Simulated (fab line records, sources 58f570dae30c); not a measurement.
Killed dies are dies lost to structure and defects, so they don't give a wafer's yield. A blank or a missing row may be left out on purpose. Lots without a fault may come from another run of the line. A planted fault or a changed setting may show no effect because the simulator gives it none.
Which tool did it? | flow berkeley_cmos170 | 14 lots, 42 wafers sampled, at 5 steps of a route of 331

WHAT THE GAUGES READ, wafer by wafer
UCB170_NLDD_OVL_MEAS_07. Usual: NLDD_OVL 4 nm, standard deviation 4.6.
lot  | measured     | on         | NLDD_OVL (nm) | flag
L428 | day 7 12:22  | overlay-02 | 4 4 6         |
L429 | day 8 04:59  | overlay-02 | -2 -1 7       |
L430 | day 8 05:17  | overlay-01 | 6 1 2         |
L434 | day 9 00:34  | overlay-02 | 6 2 12        |
L432 | day 9 00:39  | overlay-02 | 2 5 1         |
L431 | day 9 00:55  | overlay-02 | 10 6 1        |
L435 | day 9 01:07  | overlay-02 | 2 5 11        |
L442 | day 10 08:03 | overlay-01 | 2 -6 5        |
L443 | day 10 08:17 | overlay-02 | 7 4 2         |
L441 | day 10 08:35 | overlay-01 | 3 0 8         |
L444 | day 10 19:49 | overlay-01 | 2 0 6         |
L447 | day 11 05:51 | overlay-01 | -2 4 1        |
L446 | day 11 06:05 | overlay-02 | 7 10 5        |
L451 | day 12 04:34 | overlay-01 | -8 -4 -1      |

UCB170_SPACER_THK_MEAS_01. Usual: SPACER_TEOS_THK 376 nm, standard deviation 5.3.
lot  | measured     | on            | SPACER_TEOS_THK (nm) | flag
L428 | day 7 13:06  | film_metro-04 | 385 377 377          |
L429 | day 8 05:43  | film_metro-04 | 377 379 373          |
L430 | day 8 06:01  | film_metro-03 | 376 380 379          |
L434 | day 9 01:18  | film_metro-01 | 374 374 379          |
L432 | day 9 01:22  | film_metro-04 | 375 368 376          |
L431 | day 9 01:39  | film_metro-03 | 374 374 375          |
L435 | day 9 01:50  | film_metro-04 | 375 374 378          |
L442 | day 10 08:46 | film_metro-03 | 366 373 376          |
L443 | day 10 09:01 | film_metro-01 | 372 368 372          |
L441 | day 10 09:20 | film_metro-04 | 366 369 378          |
L444 | day 10 20:32 | film_metro-01 | 375 374 379          |
L447 | day 11 06:35 | film_metro-04 | 365 373 368          |
L446 | day 11 06:49 | film_metro-03 | 369 375 374          |
L451 | day 12 05:20 | film_metro-01 | 369 369 374          |

UCB170_NSD_CD_MEAS_06: target cd 1200 nm. Usual: cd_nm 1199.8 nm, standard deviation 1.5.
lot  | measured     | on        | cd_nm (nm)           | flag
L428 | day 7 22:21  | cd_sem-01 | 1200.4 1201.2 1201.3 |
L429 | day 8 14:09  | cd_sem-01 | 1198.5 1199.4 1198.5 |
L430 | day 8 14:24  | cd_sem-02 | 1200.1 1200.3 1199.3 |
L434 | day 9 10:56  | cd_sem-01 | 1200.8 1201.0 1199.9 |
L432 | day 9 11:14  | cd_sem-02 | 1203.3 1201.8 1202.5 |
L431 | day 9 11:40  | cd_sem-01 | 1197.2 1197.9 1197.0 |
L435 | day 9 11:30  | cd_sem-02 | 1200.7 1200.6 1199.7 |
L442 | day 10 21:13 | cd_sem-01 | 1203.6 1202.9 1201.9 |
L443 | day 10 20:58 | cd_sem-02 | 1197.1 1197.0 1198.7 |
L441 | day 10 20:52 | cd_sem-01 | 1203.6 1203.3 1203.6 |
L444 | day 11 04:17 | cd_sem-02 | 1199.1 1199.6 1199.1 |
L447 | day 11 15:10 | cd_sem-02 | 1199.9 1198.1 1198.3 |
L446 | day 11 14:50 | cd_sem-02 | 1200.7 1200.2 1200.6 |
L451 | day 12 12:56 | cd_sem-02 | 1198.6 1197.6 1199.1 |

UCB170_SDANNEAL_RS_MEAS_05: measures by four-point-probe. Usual: NLDD_RS 616.0 ohm/sq, standard deviation 1.4.
lot  | measured     | on            | NLDD_RS (ohm/sq)  | flag
L428 | day 8 02:08  | film_metro-01 | 614.6 614.9 616.6 |
L429 | day 8 16:00  | film_metro-03 | 616.1 614.9 617.2 |
L430 | day 8 16:18  | film_metro-02 | 618.1 619.0 618.9 |
L434 | day 9 13:10  | film_metro-02 | 613.5 614.1 614.3 |
L432 | day 9 13:21  | film_metro-03 | 614.4 615.4 616.9 |
L431 | day 9 14:07  | film_metro-03 | 615.4 616.4 613.7 |
L435 | day 9 13:45  | film_metro-02 | 617.4 615.0 616.6 |
L442 | day 11 00:35 | film_metro-02 | 614.7 615.8 615.3 |
L443 | day 11 00:30 | film_metro-01 | 613.7 614.0 613.6 |
L441 | day 11 00:28 | film_metro-03 | 538.3 566.7 547.5 | OFF
L444 | day 11 06:40 | film_metro-01 | 544.6 557.1 550.1 | OFF
L447 | day 11 17:01 | film_metro-01 | 614.6 616.2 614.5 |
L446 | day 11 16:51 | film_metro-02 | 614.7 615.9 615.7 |
L451 | day 12 15:37 | film_metro-02 | 614.6 615.4 613.9 |

WHICH TOOL RAN EACH LOT (tool, then ch and the chambers of the sampled wafers, then the start)
lot  | UCB170_NLDD_IMPLANT_09
L428 | implanter-04 ch 0, day 7 12:35
L429 | implanter-04 ch 0, day 8 05:13
L430 | implanter-01 ch 0, day 8 05:31
L434 | implanter-04 ch 0, day 9 00:45
L432 | implanter-01 ch 0, day 9 00:52
L431 | implanter-04 ch 0, day 9 01:07
L435 | implanter-01 ch 0, day 9 01:20
L442 | implanter-01 ch 0, day 10 08:14
L443 | implanter-02 ch 0, day 10 08:31
L441 | implanter-01 ch 0, day 10 08:47
L444 | implanter-01 ch 0, day 10 20:01
L447 | implanter-04 ch 0, day 11 06:02
L446 | implanter-02 ch 0, day 11 06:19
L451 | implanter-04 ch 0, day 12 04:45
- UCB170_NLDD_IMPLANT_09

WHAT THE TOOLS THEMSELVES READ (means of the sampled wafers that have a number; where no wafer has one, the mark that the record gives instead)
UCB170_NLDD_IMPLANT_09. Usual: end_station_pressure_torr 5.11e-06 Torr, standard deviation 2.6e-07; rotation_deg 179.99 degrees, standard deviation 0.035.
lot  | tool         | end_station_pressure_torr (Torr) | rotation_deg (degrees) | flag
L428 | implanter-04 | 4.90e-06                         | 180.03                 |
L429 | implanter-04 | 4.97e-06                         | 179.96                 |
L430 | implanter-01 | 4.89e-06                         | 180.00                 |
L434 | implanter-04 | 5.02e-06                         | 179.99                 |
L432 | implanter-01 | 5.35e-06                         | 179.97                 |
L431 | implanter-04 | 5.00e-06                         | 180.01                 |
L435 | implanter-01 | 4.99e-06                         | 179.97                 |
L442 | implanter-01 | 4.85e-06                         | 179.98                 |
L443 | implanter-02 | 5.13e-06                         | 179.99                 |
L441 | implanter-01 | 5.03e-06                         | 179.97                 |
L444 | implanter-01 | 5.10e-06                         | 179.96                 |
L447 | implanter-04 | 5.13e-06                         | 179.96                 |
L446 | implanter-02 | 5.05e-06                         | 179.99                 |
L451 | implanter-04 | 4.89e-06                         | 179.99                 |

THE ANSWER, worked out from the rows above alone
Rule: a lot is off if the mean of its wafers that have a number lies more than 3 standard deviations from the usual mean. A lot without any number at a reading at which 4 lots or more have one is off too. The other lots that the step has rows for count as sound. The gauges are gone through in route order, then the tools' own readings, and for those a lot's mean is taken as printed above. The first step at which some lot is off is used, and at that step the reading that is off furthest; a lot without a number counts as furthest.
Off: L441, L444, at UCB170_SDANNEAL_RS_MEAS_05 (NLDD_RS).
A tool fits if, at a process step before that reading, it ran every lot that is off, and no sound lot after the first of them. The gauges at UCB170_SDANNEAL_RS_MEAS_05 are tried like those tools. One fits: implanter-01 at UCB170_NLDD_IMPLANT_09. Its last sound lot is L442 (day 10 08:14), its first lot that is off L441 (day 10 08:47): a fault that began between those two fits.

WHAT THE SIMULATOR HAD PUT IN
Process parameter drift: implanter-01, from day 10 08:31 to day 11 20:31, at UCB170_NLDD_IMPLANT_09. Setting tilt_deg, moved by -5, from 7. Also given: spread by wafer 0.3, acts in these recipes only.
Lots struck among those shown: L441, L444. The rule above found the same.
